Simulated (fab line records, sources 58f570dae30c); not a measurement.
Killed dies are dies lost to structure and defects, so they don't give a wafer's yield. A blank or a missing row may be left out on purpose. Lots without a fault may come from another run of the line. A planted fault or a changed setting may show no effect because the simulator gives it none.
Split-lot experiment | flow berkeley_cmos170 | 5 lots, 23 wafers read, on a route of 331 steps

THE SPLIT
At UCB170_PWELL_IMPLANT_15, the setting energy_kev was moved away from the recipe's 60 on 9 of the 23 wafers read, by -5.8% to +2.6%. The other wafers ran this setting at the recipe's value.

The reading is taken at the split's own step.

THE READING
implant.drp_nm (the simulator's own value, which no gauge read), in nm, at UCB170_PWELL_IMPLANT_15. The file gives no usual value for it.

wafer  | tool, chamber at the split | energy_kev as run | against the recipe | implant.drp_nm, nm | against lot-mates on the recipe
L075.1 | implanter-03, 0            | 60                | recipe             | 64.7               | -
L075.3 | implanter-03, 0            | 60                | recipe             | 64.7               | -
L075.4 | implanter-03, 0            | 60                | recipe             | 64.7               | -
L075.2 | implanter-03, 0            | 58.04             | -3.3%              | 63.56              | -1.14
L075.5 | implanter-03, 0            | 58.04             | -3.3%              | 63.56              | -1.14
L076.1 | implanter-03, 0            | 60                | recipe             | 64.7               | -
L076.3 | implanter-03, 0            | 60                | recipe             | 64.7               | -
L076.4 | implanter-03, 0            | 60                | recipe             | 64.7               | -
L076.2 | implanter-03, 0            | 61.55             | +2.6%              | 65.57              | +0.87
L076.6 | implanter-03, 0            | 61.55             | +2.6%              | 65.57              | +0.87
L079.1 | implanter-02, 0            | 56.5              | -5.8%              | 62.65              | -2.05
L079.2 | implanter-02, 0            | 56.5              | -5.8%              | 62.65              | -2.05
L079.4 | implanter-02, 0            | 56.5              | -5.8%              | 62.65              | -2.05
L079.5 | implanter-02, 0            | 60                | recipe             | 64.7               | -
L079.6 | implanter-02, 0            | 60                | recipe             | 64.7               | -
L078.2 | implanter-03, 0            | 60                | recipe             | 64.7               | -
L078.4 | implanter-03, 0            | 60                | recipe             | 64.7               | -
L078.5 | implanter-03, 0            | 60                | recipe             | 64.7               | -
L082.1 | implanter-02, 0            | 61.53             | +2.6%              | 65.56              | +0.86
L082.6 | implanter-02, 0            | 61.53             | +2.6%              | 65.56              | +0.86
L082.2 | implanter-02, 0            | 60                | recipe             | 64.7               | -
L082.3 | implanter-02, 0            | 60                | recipe             | 64.7               | -
L082.4 | implanter-02, 0            | 60                | recipe             | 64.7               | -

THE FIT
A straight line over all 23 wafers: implant.drp_nm changes by +0.348 nm for each +1% of energy_kev; r = +1.00; the points scatter about the line by 0.012 nm.
The same after taking each lot's own level away (the mean of its wafers on the recipe; 23 wafers): +0.348 nm for each +1%; r = +1.00; scatter 0.012 nm.
On that fit, the largest move of energy_kev shifts the reading by 2 nm.
The lots' own levels span 64.700 to 64.700 nm.
So the lot-to-lot level changes the slope little: the two slopes agree.
Check: with one of the wafers moved furthest among these (-5.8%) left out of the fit, the line predicts -2.03 nm for it against its lot-mates. It came out at -2.05 nm against them.

OTHER SPLITS ON THESE WAFERS
These wafers also went through other splits before the reading. Each is held against what the fit with the lots' levels taken away leaves over:
other split on the same wafers | wafers away from the commonest value | r with implant.drp_nm (lot level and that fit taken away)
UCB170_PWELL_CVD_05 temp_c     | 18                                   | +0.06

THE WHOLE CHAIN: every reading that the file lists as answering this split, in the file's order
step                    | what it does | reading                                                         | change (the file's fit)               | r (the file's)
UCB170_PWELL_IMPLANT_15 |              | implant.rp_nm (the simulator's own value, which no gauge read)  | +1.83 nm for each +1% of the setting  | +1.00
UCB170_PWELL_IMPLANT_15 |              | implant.drp_nm (the simulator's own value, which no gauge read) | +0.348 nm for each +1% of the setting | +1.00

THE FILE'S OWN FIT
implant.drp_nm changes by +0.348 nm for each +1% of energy_kev, r = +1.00.
